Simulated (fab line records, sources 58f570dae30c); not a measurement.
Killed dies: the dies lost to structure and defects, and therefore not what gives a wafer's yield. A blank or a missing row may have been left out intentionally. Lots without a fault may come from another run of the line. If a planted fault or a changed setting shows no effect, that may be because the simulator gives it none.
Check of tool commonality -- flow berkeleyCmos170 -- Sampled: 13 lots, 42 wafers

WHY THIS WAS OPENED
Of 13 lots, 1 have the reading NSD_TW flagged at UCB170_NSD_TW_MEAS_10. Fault-free wafers read 4158, with a standard deviation of 35.
Rule: a lot is flagged in two cases, either no wafer of it has a number, or all its wafers with numbers fall more than 4 standard deviations from that mean. The other lots count as sound.

lot,measured,on,"NSD_TW, wafer by wafer",flag
L954,day 8 01:27,filmMetro-03,4111 4127 4137,
L956,day 8 07:40,filmMetro-02,4194 4215 4216,
L960,day 9 04:31,filmMetro-01,4155 4141 4147,
L961,day 9 13:16,filmMetro-02,4196 4205 4191,
L963,day 9 13:21,filmMetro-02,4176 4188 4190,
L964,day 9 13:39,filmMetro-02,30 30 30 30 30 30,FLAGGED
L962,day 9 13:54,filmMetro-02,4187 4183 4206,
L965,day 10 04:23,filmMetro-03,4125 4143 4115,
L966,day 11 00:48,filmMetro-01,4144 4169 4132,
L967,day 11 01:05,filmMetro-03,4107 4116 4118,
L972,day 11 14:49,filmMetro-01,4141 4139 4123,
L973,day 12 07:05,filmMetro-02,4202 4167 4180,
L975,day 12 21:11,filmMetro-01,4123 4109 4122,
The numbers of the flagged lots are 30 on average: -4128 against the usual, or -99 or more standard deviations.

TOOL THAT RAN EACH LOT
The record holds 1 process step before the reading, out of a route of 331 steps. Cell contents, in order: the tool; ch with the chambers the sampled wafers went through; the start.
lot,flag,UCB170_NSD_EXPOSE_03
L954,,"krfScanner-01 ch 0, day 8 00:39"
L956,,"krfScanner-01 ch 0, day 8 06:43"
L960,,"krfScanner-02 ch 0, day 9 03:43"
L961,,"krfScanner-02 ch 0, day 9 11:41"
L963,,"krfScanner-01 ch 0, day 9 12:11"
L964,FLAGGED,"krfScanner-02 ch 0, day 9 12:25"
L962,,"krfScanner-02 ch 0, day 9 12:36"
L965,,"krfScanner-01 ch 0, day 10 03:36"
L966,,"krfScanner-02 ch 0, day 10 23:20"
L967,,"krfScanner-02 ch 0, day 11 00:03"
L972,,"krfScanner-02 ch 0, day 11 13:23"
L973,,"krfScanner-01 ch 0, day 12 06:17"
L975,,"krfScanner-02 ch 0, day 12 20:23"
What is done by these steps:
- UCB170_NSD_EXPOSE_03: exposes mask NSELECT MOD, target cd 1200 nm.
- UCB170_NSD_TW_MEAS_10

FLAGGED OVER TOTAL, TOOL BY TOOL (the gauges that took the reading come last)
step,tool,lots run,flagged,share of the flagged lots,sound lots run after its first flagged lot
UCB170_NSD_EXPOSE_03,krfScanner-01,5,0,none,-
UCB170_NSD_EXPOSE_03,krfScanner-02,8,1,all,"5 (L962,L966,L967,L972,L975)"
UCB170_NSD_TW_MEAS_10,filmMetro-01,4,0,none,-
UCB170_NSD_TW_MEAS_10,filmMetro-02,6,1,all,"2 (L962,L973)"
UCB170_NSD_TW_MEAS_10,filmMetro-03,3,0,none,-

WHAT IS ALLOWED BY THE TABLE
2 rows of the table ran every flagged lot: krfScanner-02 at UCB170_NSD_EXPOSE_03, filmMetro-02 at UCB170_NSD_TW_MEAS_10.
- krfScanner-02 at UCB170_NSD_EXPOSE_03 ran 8 lots, 1 of them flagged. After the first flagged lot (L962, L966, L967, L972, L975), sound lots still ran on it; a lasting fault on the whole tool would not permit that.
- filmMetro-02 at UCB170_NSD_TW_MEAS_10 ran 6 lots, 1 of them flagged. After the first flagged lot (L962, L973), sound lots still ran on it; a lasting fault on the whole tool would not permit that.
Not one row of the table ran every flagged lot while running no sound lot after the first.

WHAT THE SIMULATOR HAD PUT IN
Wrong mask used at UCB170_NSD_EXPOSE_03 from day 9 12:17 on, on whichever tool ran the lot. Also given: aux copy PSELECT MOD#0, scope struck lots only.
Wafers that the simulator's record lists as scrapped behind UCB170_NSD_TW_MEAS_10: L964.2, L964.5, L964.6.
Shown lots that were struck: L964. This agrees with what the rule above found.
